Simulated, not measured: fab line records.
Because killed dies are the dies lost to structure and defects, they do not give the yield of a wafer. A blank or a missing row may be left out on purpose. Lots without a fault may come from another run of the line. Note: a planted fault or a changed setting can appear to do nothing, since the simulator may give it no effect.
Split-lot trial + flow berkeley cmos170 + route with 331 steps; 5 lots, 23 wafers read

## SPLIT DETAILS
At UCB170_M2_METAL_ETCH_18 (etches Al in Cl2/BCl3, stops on SiO2, target depth 1170 nm, time 195 s), the setting time s was moved away from the recipe's 195 s on 4 of the 23 wafers read, by +9.2% to +10.7%. All remaining wafers had this setting at the recipe value.

The split's own step is where the reading is taken.

## THE READING
SiO2_of_V1_CVD_00.thk nm (the simulator's own value, which no gauge read), in nm, at UCB170_M2_METAL_ETCH_18 (etches Al in Cl2/BCl3, stops on SiO2, target depth 1170 nm, time 195 s). The file does not state a usual value for it. Across the 19 wafers here that went through the recipe, the average is 938.6 nm and the standard deviation 1.9 nm.

| wafer  | tool, chamber at the split | time s as run, s | against the recipe | SiO2_of_V1_CVD_00.thk nm, nm | against lot-mates on the recipe |
|--------|----------------------------|------------------|--------------------|------------------------------|---------------------------------|
| L079.1 | rie metal-01, 1            | 215.8            | +10.7%             | 931.7                        | -5.6                            |
| L079.2 | rie metal-01, 0            | 195              | recipe             | 936.5                        | -                               |
| L079.3 | rie metal-01, 0            | 195              | recipe             | 936.3                        | -                               |
| L079.5 | rie metal-01, 0            | 215.8            | +10.7%             | 930.1                        | -7.2                            |
| L079.6 | rie metal-01, 1            | 195              | recipe             | 939                          | -                               |
| L078.1 | rie metal-04, 1            | 195              | recipe             | 937.9                        | -                               |
| L078.2 | rie metal-04, 0            | 212.9            | +9.2%              | 934.9                        | -5.1                            |
| L078.4 | rie metal-04, 0            | 195              | recipe             | 941.1                        | -                               |
| L078.5 | rie metal-04, 0            | 195              | recipe             | 941                          | -                               |
| L078.6 | rie metal-04, 1            | 212.9            | +9.2%              | 930.7                        | -9.3                            |
| L081.1 | rie metal-03, 0            | 195              | recipe             | 941                          | -                               |
| L081.2 | rie metal-03, 1            | 195              | recipe             | 938.5                        | -                               |
| L081.6 | rie metal-03, 1            | 195              | recipe             | 938.3                        | -                               |
| L084.1 | rie metal-03, 0            | 195              | recipe             | 941.1                        | -                               |
| L084.2 | rie metal-03, 1            | 195              | recipe             | 940.4                        | -                               |
| L084.4 | rie metal-03, 1            | 195              | recipe             | 939                          | -                               |
| L084.5 | rie metal-03, 1            | 195              | recipe             | 940.3                        | -                               |
| L084.6 | rie metal-03, 0            | 195              | recipe             | 940.1                        | -                               |
| L085.1 | rie metal-01, 0            | 195              | recipe             | 935.8                        | -                               |
| L085.2 | rie metal-01, 0            | 195              | recipe             | 937.5                        | -                               |
| L085.6 | rie metal-01, 0            | 195              | recipe             | 937.5                        | -                               |
| L085.4 | rie metal-01, 0            | 195              | recipe             | 935.2                        | -                               |
| L085.5 | rie metal-01, 0            | 195              | recipe             | 936.8                        | -                               |

THE FIT
A straight line over all 23 wafers: SiO2_of_V1_CVD_00.thk nm changes by -0.684 nm for each +1% of time s; r = -0.81; the points scatter about the line by 1.9 nm.
The same after taking each lot's own level away (the mean of its wafers on the recipe; 23 wafers): -0.675 nm for each +1%; r = -0.90; scatter 1.3 nm.
According to that fit, moving time s by its largest amount changes the reading by 7.2 nm.
Across the lots, their own levels run from 936.56 to 940.18 nm, a range of 1.9 times the standard deviation given above.
So the lot-to-lot level changes the slope little: the two slopes agree.
Check: with one of the wafers moved furthest among these (+10.7%) left out of the fit, the line predicts -7.88 nm for it against its lot-mates. It came out at -5.57 nm against them.

## THE OTHER SPLITS THESE WAFERS WENT THROUGH
These wafers also went through other splits before the reading. Each is held against what the fit with the lots' levels taken away leaves over:
| other split on the same wafers       | wafers away from the commonest value | r with SiO2_of_V1_CVD_00.thk nm (lot level and that fit taken away) |
|--------------------------------------|--------------------------------------|---------------------------------------------------------------------|
| UCB170_NWELL_CVD_04 time s           | 18                                   | -0.01                                                               |
| UCB170_NWELL_ETCH_13 time s          | 8                                    | -0.02                                                               |
| UCB170_ACTIVE_EXPOSE_10 dose mj      | 8                                    | -0.06                                                               |
| UCB170_PVT_IMPLANT_07 energy kev     | 11                                   | +0.06                                                               |
| UCB170_PLDD_EXPOSE_03 dose mj        | 7                                    | -0.35                                                               |
| UCB170_PSD_IMPLANT_08 energy kev     | 10                                   | -0.21                                                               |
| UCB170_CONTACT_COAT_04 resist thk nm | 8                                    | -0.11                                                               |
| UCB170_M1_COAT_04 spin rpm           | 7                                    | -0.04                                                               |

## THE FILE'S OWN FIT
SiO2_of_V1_CVD_00.thk nm changes by -0.677 nm for each +1% of time s, r = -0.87.
